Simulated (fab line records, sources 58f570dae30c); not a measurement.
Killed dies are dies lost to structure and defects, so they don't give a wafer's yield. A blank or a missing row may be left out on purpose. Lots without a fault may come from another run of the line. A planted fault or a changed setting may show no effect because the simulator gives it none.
fab line records | flow berkeley_cmos170
record lots=6 wafers=18 last_day=14
route steps=331 shown M3@315
lots that met no fault: from a run of the same line without faults
start_h: hours from the record's first day to the start of the lot's first wafer shown | wait_h: hours since the lot's step before | " the same as in the row above | L1.1+2: a row that stands for several wafers | - no value, or no start given | * or withheld: withheld | < > ~ a bound
route shown NAME@n: a module of which the file shows steps, and the number in the route of the first | usual: mean/standard deviation of fault-free wafers | same: alike in all rows | chamber/n: place in a boat | sites: the reading at each site | _std_site: their standard deviation | _edge_site: outer sites' mean less inner sites' | radius_mm: how far each site lies from the wafer's centre | mask NAME#n: copy n | behind: the tool/chamber that last shaped the wafer | hold: why the lot was held/for how many hours/how that ended | device: the transistor (n, p or np) that didn't switch | end of line: the same wafers' tests at the end of the route | a step without rows: its recipe alone | killed: dies lost to structure and defects at the first sort, not the wafer's yield | map: a wafer's dies, x killed, . not, _ none there
set.NAME: the setting as run; set.NAME@STEP: as run at that earlier step | model.NAME: the simulator's own value behind a step, which no gauge read
lots at some steps of the route; a table a step, a row a wafer
services: from which hour (start_h, from the record's first day; less than 0 if before it) a tool's chamber was out of use, for how many hours, and why
## steps
# step UCB170_M3_SOFTBAKE_06
# recipe resist=KrF temp_c=130 time_s=60
# step UCB170_M3_STRIP_07
# recipe chemistry=O2 power_w=400 pressure_mtorr=3500 platen_temp_c=withheld o2_flow_sccm=400 overash_fraction=0.5
# usual drypump_motor_current_A=5.6/0.35 oes_product_au=0.735/0.0042 strip_time_to_endpoint_s=21.96/0.066
# columns lot.wafer tool chamber start_h wait_h drypump_motor_current_A oes_product_au rf_hours_counter_h strip_time_to_endpoint_s
L724.2 plasma_asher-02 0 250.57 0.1 6.0 0.735 43 21.92
L724.3 " 1 " " 5.3 0.734 - 21.98
L724.5 " 1 " " 5.3 0.735 - 21.98
L727.2 plasma_asher-02 0 254.16 0.1 6.0 0.737 44 21.90
L727.3 " 0 " " 6.0 0.739 - 21.89
L727.5 " 0 " " 6.0 0.736 - 21.92
L730.2 plasma_asher-02 1 284.02 0.1 5.3 0.729 47 21.88
L730.4 " 0 " " 6.0 0.739 - 21.88
L730.5 " 0 " " 6.0 0.740 - 21.90
L733.2 plasma_asher-03 1 292.87 0.1 5.5 0.726 58 21.93
L733.3 " 1 " " 5.5 0.737 - 21.95
L733.6 " 1 " " 5.5 0.740 - 21.94
L739.3 plasma_asher-02 1 327.20 0.1 5.3 0.731 - 21.92
L739.4 " 0 " " 6.0 0.737 - 21.90
L739.5 " 0 " " 6.0 0.734 - 21.93
L734.1 plasma_asher-03 1 329.02 0.1 5.5 0.732 64 22.05
L734.3 " 0 " " 6.1 0.738 - 22.02
L734.5 " 1 " " 5.5 0.738 - 22.05
# step UCB170_M3_STRIP_08
# recipe chemistry=DMSO temp_c=80 time_s=600 material=KrF
# step UCB170_M3_COAT_09
# recipe resist=BARC temp_c=withheld time_s=withheld spin_rpm=3000 resist_thk_nm=withheld
# step UCB170_M3_COAT_10
# recipe resist=KrF spin_rpm=1500 resist_thk_nm=900
# step UCB170_M3_SOFTBAKE_11
# recipe resist=KrF temp_c=130 time_s=59.14
# step UCB170_M3_EXPOSE_12
# recipe mask_id=METAL3 target_cd_nm=700 na=0.5 sigma_outer=0.6 source_shape=conventional dose_mj=26
# step UCB170_M3_PEB_13
# recipe peb_temp_c=130 peb_time_s=withheld resist=KrF
# step UCB170_M3_DEVELOP_14
# recipe developer=TMAH develop_time_s=45 resist=KrF dev_temp_c=21
# step UCB170_M3_CD_MEAS_15
# recipe target_cd_nm=700
# usual cd_nm=700.0/1.4
# columns lot.wafer tool chamber start_h wait_h cd_nm
L724.2 cd_sem-02 - 252.15 - 697.7
L724.3 " - " " 698.9
L724.5 " - " " 699.3
L727.2 cd_sem-02 - 255.64 - 703.0
L727.3 " - " " 702.0
L727.5 " - " " 703.4
L730.2 cd_sem-02 - 285.26 - 699.4
L730.4 " - " " 699.2
L730.5 " - " " 698.2
L733.2 cd_sem-02 - 294.76 - 701.4
L733.3 " - " " 700.2
L733.6 " - " " 700.4
L739.3 cd_sem-01 - 330.28 - 699.6
L739.4 " - " " 698.2
L739.5 " - " " 698.7
L734.1 cd_sem-02 - 331.02 - 700.1
L734.3 " - " " 698.7
L734.5 " - " " 699.1
# step UCB170_M3_OVL_MEAS_16
# usual M3_OVL=-1/5.1
# columns lot.wafer tool chamber start_h wait_h M3_OVL[nm]
L724.2 overlay-01 - 252.26 0.1 3
L724.3 " - " " 0
L724.5 " - " " -4
L727.2 overlay-01 - 255.74 0.1 -2
L727.3 " - " " -4
L727.5 " - " " -7
L730.2 overlay-01 - 285.37 0.1 3
L730.4 " - " " -4
L730.5 " - " " -3
L733.2 overlay-01 - 294.87 0.1 -5
L733.3 " - " " -2
L733.6 " - " " -3
L739.3 overlay-02 - 330.37 0.1 1
L739.4 " - " " -8
L739.5 " - " " 2
L734.1 overlay-01 - 331.14 0.1 4
L734.3 " - " " 6
L734.5 " - " " 4
# step UCB170_M3_ETCH_17
# recipe chemistry=N2/H2 target_depth_a=withheld overetch_a=withheld target=BARC time_s=withheld source_w=500 bias_w=100 pressure_mtorr=30 n2_flow_sccm=100 h2_flow_sccm=200
# usual bias_w=99.96/0.28 chamber_pressure_mTorr=30.002/0.029 drypump_motor_current_A=5.6/0.46 oes_product_au=0.995/0.021 throttle_valve_pct=13.35/0.16
# columns lot.wafer tool chamber start_h wait_h bias_w chamber_pressure_mTorr drypump_motor_current_A oes_product_au throttle_valve_pct
L724.2 rie_diel-03 0 252.29 0.0 99.62 29.994 6.2 0.979 13.13
L724.3 " 1 " " 100.21 30.010 5.7 0.987 13.41
L724.5 " 3 " " 99.98 30.005 5.0 0.964 13.62
L727.2 rie_diel-04 0 255.77 0.0 99.95 30.028 6.0 1.052 13.28
L727.3 " 1 " " 100.30 30.046 6.0 1.031 13.45
L727.5 " 2 " " 99.82 30.064 4.9 1.013 13.50
L730.2 rie_diel-03 0 285.40 0.0 99.60 29.978 6.2 0.980 13.14
L730.4 " 1 " " 99.74 30.014 5.7 0.988 13.39
L730.5 " 3 " " 99.82 29.968 5.0 0.961 13.64
L733.2 rie_diel-01 0 294.90 0.0 100.30 29.969 5.4 0.979 13.32
L733.3 " 1 " " 99.87 29.998 5.1 1.008 13.35
L733.6 " 2 " " 99.93 30.022 6.0 0.976 13.59
L739.3 rie_diel-03 2 330.40 0.0 100.30 29.960 5.3 1.001 13.27
L739.4 " 3 " " 100.09 29.951 5.0 0.974 13.60
L739.5 " 1 " " 99.70 29.959 5.7 0.996 13.40
L734.1 rie_diel-03 3 331.17 0.0 99.82 29.968 5.0 0.968 13.63
L734.3 " 2 " " 100.05 30.020 5.3 1.007 13.27
L734.5 " 1 " " 99.92 30.012 5.7 0.995 13.42
# step UCB170_M3_METAL_ETCH_18
# recipe chemistry=Cl2/BCl3 target=Al stop_on=SiO2 pressure_mtorr=12 target_depth_a=11700 over_etch_frac=0.3 time_s=195 icp_w=613.4 bias_w=120 Cl2_flow_sccm=90 bcl3_flow_sccm=45
# usual bcl3_flow_sccm=44.99/0.13 bias_w=120.0/0.37 drypump_motor_current_A=5.4/0.38 mfc_cl2_sccm=89.99/0.24 oes_product_au=0.856/0.015 throttle_valve_pct=24.39/0.27
# columns lot.wafer tool chamber start_h wait_h bcl3_flow_sccm bias_w drypump_motor_current_A mfc_cl2_sccm oes_product_au rf_hours_counter_h throttle_valve_pct model.KrF_of_M3_COAT_10.thk_nm model.SiO2_of_V2_CVD_00.thk_nm
L724.2 rie_metal-03 1 252.33 - 45.11 120.0 5.5 89.49 0.847 1 24.00 213.6 938.8
L724.3 " 1 " " 45.30 120.0 5.5 89.59 0.858 - 23.99 221.4 939.2
L724.5 " 1 " " 45.13 119.9 5.5 89.90 0.849 - 24.00 215.3 939.3
L727.2 rie_metal-02 0 255.82 - 45.25 119.8 5.6 90.16 0.845 6 24.45 212.9 938.1
L727.3 " 1 " " 45.02 119.4 5.6 90.24 0.844 - 24.64 203.6 938
L727.5 " 1 " " 44.99 120.1 5.6 89.93 0.849 - 24.62 200.1 937.4
L730.2 rie_metal-03 1 285.44 - - - - - - - - 885.3 995.7
L730.4 " 1 " " - - - - - - - 881.8 994.6
L730.5 " 1 " " - - - - - - - 885.4 995.9
L733.2 rie_metal-04 0 294.94 - - - - - - - - 886.2 996
L733.3 " 0 " " - - - - - - - 888.6 994.4
L733.6 " 1 " " - - - - - - - 885.6 995.4
L739.3 rie_metal-03 0 330.50 - 45.00 120.1 5.3 89.85 0.830 - 24.80 193.4 935.2
L739.4 " 1 " " 44.84 119.6 5.5 89.94 0.848 - 24.00 203.6 939.3
L739.5 " 1 " " 44.93 119.6 5.5 89.96 0.846 - 24.00 207.7 939.9
L734.1 rie_metal-03 0 331.22 - 45.17 120.0 5.3 89.82 0.843 12 24.80 183.9 935.3
L734.3 " 1 " " 45.04 120.2 5.5 90.17 0.862 - 24.00 209 939.4
L734.5 " 0 " " 44.97 120.7 5.3 90.12 0.833 - 24.80 188.4 935.8
# step UCB170_M3_STRIP_19
# recipe chemistry=O2 power_w=400 pressure_mtorr=3500 platen_temp_c=withheld o2_flow_sccm=400 overash_fraction=0.5
# usual drypump_motor_current_A=5.6/0.35 oes_product_au=0.531/0.0096
# columns lot.wafer tool chamber start_h wait_h drypump_motor_current_A oes_product_au rf_hours_counter_h
L724.2 plasma_asher-02 0 252.52 0.1 6.0 0.544 44
L724.3 " 0 " " 6.0 0.543 -
L724.5 " 0 " " 6.0 0.538 -
L727.2 plasma_asher-04 1 256.00 0.1 5.1 0.541 51
L727.3 " 0 " " 5.6 0.531 -
L727.5 " 0 " " 5.6 0.530 -
L730.2 plasma_asher-02 1 285.63 0.1 5.3 0.727 47
L730.4 " 1 " " 5.3 0.724 -
L730.5 " 0 " " 6.0 0.723 -
L733.2 plasma_asher-04 1 295.13 0.1 5.1 0.728 55
L733.3 " 1 " " 5.1 0.716 -
L733.6 " 0 " " 5.7 0.724 -
L739.3 plasma_asher-03 0 330.66 0.1 6.1 0.526 -
L739.4 " 1 " " 5.4 0.532 -
L739.5 " 1 " " 5.4 0.539 -
L734.1 plasma_asher-04 1 331.40 0.1 5.1 0.509 56
L734.3 " 1 " " 5.1 0.540 -
L734.5 " 0 " " 5.7 0.515 -
# step UCB170_M3_CD_MEAS_90
# recipe target_cd_nm=700
# usual cd_nm=698.5/2.9
# columns lot.wafer tool chamber start_h wait_h cd_nm
L724.2 cd_sem-02 - 252.64 0.1 696.9
L724.3 " - " " 699.4
L724.5 " - " " 697.5
L727.2 cd_sem-02 - 256.12 0.1 703.4
L727.3 " - " " 700.9
L727.5 " - " " 704.7
L730.2 cd_sem-01 - 285.75 0.1 -
L730.4 " - " " -
L730.5 " - " " -
L733.2 cd_sem-02 - 295.25 0.1 -
L733.3 " - " " -
L733.6 " - " " -
L739.3 cd_sem-02 - 330.77 0.1 695.5
L739.4 " - " " 696.1
L739.5 " - " " 694.1
L734.1 cd_sem-01 - 331.50 0.1 696.5
L734.3 " - " " 696.6
L734.5 " - " " 694.7
# step UCB170_M3_BOW_MEAS_20
# recipe mode=bow
# usual M3_BOW=35/6.8
# columns lot.wafer tool chamber start_h wait_h M3_BOW[um]
L724.2 film_metro-03 - 252.76 0.1 41
L724.3 " - " " 36
L724.5 " - " " 44
L727.2 film_metro-02 - 256.24 0.1 33
L727.3 " - " " 38
L727.5 " - " " 24
L730.2 film_metro-03 - 285.87 0.1 35
L730.4 " - " " 30
L730.5 " - " " 32
L733.2 film_metro-01 - 295.37 0.1 35
L733.3 " - " " 49
L733.6 " - " " 44
L739.3 film_metro-03 - 330.89 0.1 28
L739.4 " - " " 34
L739.5 " - " " 28
L734.1 film_metro-02 - 331.62 0.1 34
L734.3 " - " " 36
L734.5 " - " " 41
# step UCB170_M3_PROBE_99
# columns lot.wafer tool chamber start_h wait_h model.etest.tester.sort_n_pass model.etest.tester.sort_bin_5_pct model.etest.tester.sort_yield_pct model.etest.antenna_m3.over_limit model.etest.antenna_m2.over_limit model.etest.antenna_m3.short model.etest.antenna_m2.short
L724.2 prober-01 - 252.91 0.1 263 0 99.62 0 0 0 0
L724.3 prober-01 - 252.96 0.2 259 1.894 98.11 0 0 0 0
L724.5 prober-01 - 253.06 0.2 257 1.136 97.35 0 0 0 0
L727.2 prober-01 - 256.39 0.1 260 0.7576 98.48 0 0 0 0
L727.3 prober-01 - 256.44 0.2 256 1.894 96.97 0 0 0 0
L727.5 prober-01 - 256.54 0.2 262 0.7576 99.24 0 0 0 0
L730.2+4+5 prober-01 - 286.02 0.1 - - - 1 1 1 1
L733.2 prober-02 - 295.52 0.1 0 100 0 1 1 1 1
L733.3 prober-02 - 295.57 0.2 0 99.62 0 1 1 1 1
L733.6 prober-02 - 295.72 0.2 0 99.24 0 1 1 1 1
L739.3 prober-02 - 331.07 0.2 261 0.7576 98.86 0 0 0 0
L739.4 prober-02 - 331.12 0.2 263 0.3788 99.62 0 0 0 0
L739.5 prober-02 - 331.17 0.2 259 0.3788 98.11 0 0 0 0
L734.1 prober-02 - 331.74 0.1 263 0.3788 99.62 0 0 0 0
L734.3 prober-02 - 331.84 0.2 262 0.7576 99.24 0 0 0 0
L734.5 prober-02 - 331.94 0.2 262 0.3788 99.24 0 0 0 0
# killed by level:class
L724.2 M2:geometric_particle:short=1
L724.3 SPACER:geometric_particle:short=2 SILICIDE:geometric_particle:open=2 WELLDRIVE:geometric_particle:short=1
L724.5 SILICIDE:geometric_particle:short=2 WELLDRIVE:geometric_particle:open=1 SCREENOX:geometric_particle:open=1 SPACER:geometric_particle:open=1 SILICIDE:geometric_particle:open=1 V1:geometric_particle:short=1
L727.2 GATE:geometric_particle:open=3 V2:geometric_particle:short=1
L727.3 FIELD:geometric_particle:short=2 SPACER:geometric_particle:short=2 WELLDRIVE:geometric_particle:open=1 GATE:geometric_particle:open=1 CONTACT:geometric_particle:short=1 ACTIVE:area_etch=1
L727.5 SCREENOX:geometric_particle:short=1 CONTACT:geometric_particle:short=1
L733.2 M3:area_etch=263 V1:geometric_particle:open=1
L733.3 M3:area_etch=260 START:geometric_particle:open=1 GATE:geometric_particle:open=1 SILICIDE:geometric_particle:open=1 ACTIVE:area_etch=1
L733.6 M3:area_etch=260 GATE:geometric_particle:short=1 SILICIDE:geometric_particle:short=1 M1:geometric_particle:short=1 V2:geometric_particle:open=1
L739.3 FIELD:geometric_particle:open=1 V1:geometric_particle:short=1 M2:geometric_particle:open=1
L739.4 SILICIDE:geometric_particle:open=1
L739.5 GATE:geometric_particle:open=2 M1:geometric_particle:short=2 V1:geometric_particle:short=1
L734.1 V1:geometric_particle:short=1
L734.3 WELLDRIVE:geometric_particle:open=1 GATE:geometric_particle:short=1
L734.5 GATE:geometric_particle:open=1 GATE:geometric_particle:short=1
# map L733.2 (x killed, . not)
________xxxxxxx_______
_____xxxxxxxxxxxxx____
____xxxxxxxxxxxxxxx___
___xxxxxxxxxxxxxxxxx__
__xxxxxxxxxxxxxxxxxxx_
__xxxxxxxxxxxxxxxxxxx_
_xxxxxxxxxxxxxxxxxxxxx
_xxxxxxxxxxxxxxxxxxxxx
_xxxxxxxxxxxxxxxxxxxxx
_xxxxxxxxxxxxxxxxxxxxx
__xxxxxxxxxxxxxxxxxxx_
__xxxxxxxxxxxxxxxxxxx_
___xxxxxxxxxxxxxxxxx__
____xxxxxxxxxxxxxxx___
_____xxxxxxxxxxxxx____
________xxxxxxx_______
# map L724.5 (x killed, . not)
________......._______
_____.............____
____...............___
___.................__
__........x.......x.._
__..................._
_.....................
_....x.x..............
_..x..................
_.....................
__..................._
__..................._
___.....x..........x__
____...............___
_____.............____
________......._______
## services
# columns tool chamber start_h hours kind
plasma_asher-02 - 244.02 3.9 repair
rie_metal-03 - 247.60 2.8 pm
rie_diel-01 3 278.20 22.2 repair
rie_metal-02 1 282.37 10.8 repair
plasma_asher-04 - 296.41 9.4 repair
plasma_asher-04 - 307.30 20.6 repair
rie_diel-03 - 311.56 0.1 repair
rie_metal-02 - 322.44 2.8 pm
## key
first_sign step=UCB170_M3_METAL_ETCH_18 reading=tool_record direction=missing
effect step=UCB170_M3_STRIP_19 reading=oes_product_au direction=up sigmas=20 usual=0.531 struck=0.724
effect step=UCB170_M3_CD_MEAS_90 reading=cd_nm direction=missing
model_effect step=UCB170_M3_METAL_ETCH_18 value=KrF_of_M3_COAT_10.thk_nm without=205.8 struck=885.5
model_effect step=UCB170_M3_PROBE_99 value=etest.tester.sort_n_pass without=261 struck=0
more_kills_born_at UCB170_M3_METAL_ETCH_18@rie_metal-04=783
met_at UCB170_M3_METAL_ETCH_18
struck_wafers L730.2,L730.4,L730.5,L733.2,L733.3,L733.6
later_rows_left_out L730.2,L730.4,L730.5,L733.2,L733.3,L733.6
sort_left_out L730.2,L730.4,L730.5
onset_between 252.33 285.44
fault kind=skipped_step_whole tool=rie_metal-03,rie_metal-04 chamber=- onset_h=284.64 steps=UCB170_M3_METAL_ETCH_18 scope=struck_lots_only
# sort_left_out: the simulated sort isn't trusted on such a fault, so these wafers' sort isn't shown, and their yield isn't known
# later_rows_left_out: the simulator's readings of these wafers behind a module that went badly wrong aren't trusted and aren't shown, but for the sort
